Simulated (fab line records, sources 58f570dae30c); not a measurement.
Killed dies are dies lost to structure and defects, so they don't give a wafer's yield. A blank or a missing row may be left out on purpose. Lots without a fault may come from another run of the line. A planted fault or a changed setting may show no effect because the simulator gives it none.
A struck lot beside a sound one | flow berkeley_cmos170 | 14 steps out of a route of 331
Sound: wafers L152.2, L152.4, L152.5. Struck: wafers L159.3, L159.5, L159.6. The cause comes at the end.
At each step with rows: each side's tool, then ch and its chambers, then its first start. Under that, the readings that differ: sound wafers | struck wafers | difference of the means | sigmas: that difference in standard deviations of wafers without a fault.
alike: readings whose means differ by less than 2 such deviations, and words and numbers that are the same on both sides. not compared: withheld readings, readings that some wafer has no value for, bounds like >300 that may hide the same value, and numbers for which the record gives no deviation and whose values overlap.
The two part at a step that has a row with sigmas, a row that says differs or no value, or rows on one side only. Numbers that don't overlap but have no deviation are shown without sigmas and don't part them. A reading that every wafer of one side lacks parts them only if that side has two wafers or more.

UCB170_M2_SPUTTER_01: material Al, target thk 900 nm, time 120 s.
  sound on pvd_sputter-02, day 8 06:08; struck on pvd_sputter-02, day 9 08:05
  alike: cathode_dc_power_W, chamber_pressure_pa, throttle_valve_pct
UCB170_M2_RS_MEAS_02: measures by four-point-probe.
  sound on film_metro-01, day 8 06:14; struck on film_metro-01, day 9 08:13
  alike: M2_AL_RS
UCB170_M2_THK_MEAS_03: measures by xrf.
  sound on film_metro-01, day 8 06:21; struck on film_metro-01, day 9 08:19
  alike: M2_AL_THK
then, 3 steps without rows for these wafers: UCB170_M2_HMDS_04 (prime time 60 s); UCB170_M2_COAT_05 (resist thk 900 nm); UCB170_M2_SOFTBAKE_06 (time 60 s).
UCB170_M2_STRIP_07: strips in O2.
  sound on plasma_asher-04 ch 1, day 8 07:03; struck on plasma_asher-01 ch 0,1, day 9 08:59
  alike: chamber_pressure_mTorr, drypump_motor_current_A, oes_product_au, strip_time_to_endpoint_s
  not compared: rf_hours_counter_h
then, 5 steps without rows for these wafers: UCB170_M2_STRIP_08 (strips KrF in DMSO, time 600 s); UCB170_M2_COAT_09; UCB170_M2_COAT_10 (resist thk 900 nm); UCB170_M2_SOFTBAKE_11 (time 57.23 s); UCB170_M2_EXPOSE_12 (exposes mask METAL2, target cd 700 nm).
UCB170_M2_PEB_13:
  sound on litho_track-01 ch 0, day 8 08:35; struck on litho_track-04, day 9 11:30
  no value came back on the struck wafers for chill_plate_temp_C (C), exhaust_pa (Pa), resist_line_temp_C (C); on the sound wafers chill_plate_temp_C (C) reads 23.07 22.96 22.94
then, 1 step without rows for these wafers: UCB170_M2_DEVELOP_14 (develop time 45 s).

WHERE THEY PART
Only at UCB170_M2_PEB_13, within this record.

WHY: what the simulator had put in
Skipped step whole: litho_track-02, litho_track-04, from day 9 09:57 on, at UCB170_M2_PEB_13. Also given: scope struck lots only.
